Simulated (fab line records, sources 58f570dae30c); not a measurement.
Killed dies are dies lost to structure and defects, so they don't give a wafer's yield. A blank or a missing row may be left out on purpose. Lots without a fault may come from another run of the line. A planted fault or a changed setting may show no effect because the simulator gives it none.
One fault seen from 2 desks | flow berkeley_cmos170 | each desk has only its own numbers; what lay behind them comes last

THE TOOL OWNER'S DESK: rie_si-02
The tool's own readings at UCB170_GATE_ETCH_15 (etches poly-Si in HBr/Cl2, stops on SiO2, time 56.3 s, target depth 278.2 nm): means of the sampled wafers that have a number, for each lot that ran on this tool. A lot is out of limits, marked OUT, if its mean lies more than 4 standard deviations from the usual mean; the brackets give that distance.
Columns: A = drypump_motor_current_A at UCB170_GATE_ETCH_15, usual 5.9 A; B = oes_product_au at UCB170_GATE_ETCH_15, usual 0.830 a.u.; C = run_length_s at UCB170_GATE_ETCH_15, usual 84.6 s; D = throttle_valve_pct at UCB170_GATE_ETCH_15, usual 26.49 %
lot  | first seen here | A   | B               | C               | D
L816 | day 7 12:34     | 6.7 | 0.825           | 85.3            | 26.38
L824 | day 8 20:43     | 6.4 | 0.701 (-13) OUT | 101.0 (+29) OUT | 26.30
L825 | day 8 21:24     | 6.4 | 0.703 (-13) OUT | 100.9 (+29) OUT | 26.52
This desk's finding: out of limits on L824, L825; first on L824, day 8 20:43 (oes_product_au at UCB170_GATE_ETCH_15). In limits: L816.

THE METROLOGY DESK
What the gauges read, lot by lot, whatever tool the lot ran on: means of the sampled wafers that have a number. A lot is out of limits, marked OUT, if its mean lies more than 4 standard deviations from the usual mean; the brackets give that distance.
Columns: A = GATE_POLY_THK at UCB170_GATE_THK_MEAS_05, usual 214.2 nm; B = cd_nm at UCB170_GATE_CD_MEAS_12, usual 349.9 nm; C = GATE_OVL at UCB170_GATE_OVL_MEAS_13, usual 1 nm
lot  | first seen here | A     | B     | C
L817 | day 7 10:53     | 213.5 | 349.7 | 0
L816 | day 7 10:56     | 213.8 | 349.7 | 3
L824 | day 8 19:33     | 210.3 | 350.8 | 12
L825 | day 8 19:40     | 212.0 | 349.3 | -3
L832 | day 10 11:47    | 216.2 | 349.7 | -1
L839 | day 12 05:08    | 218.0 | 350.5 | -2
This desk's finding: nothing out of limits on any of the 6 lots.

PUT TOGETHER
The tool owner's desk could have raised an alarm at day 8 20:43, on L824, L825.
The metrology desk saw nothing out of limits.
The metrology desk has L824, L825 on record, within its limits.
Of the lots named, all ran UCB170_GATE_ETCH_15 on rie_si-02.

WHAT THE SIMULATOR HAD PUT IN
Process parameter drift: rie_si-02, from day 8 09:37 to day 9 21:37, at UCB170_GATE_ETCH_15. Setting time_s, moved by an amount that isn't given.
Lots struck among those shown: L824, L825.
Hours from the fault's start to each desk's first reading out of limits: the tool owner's desk, 11.
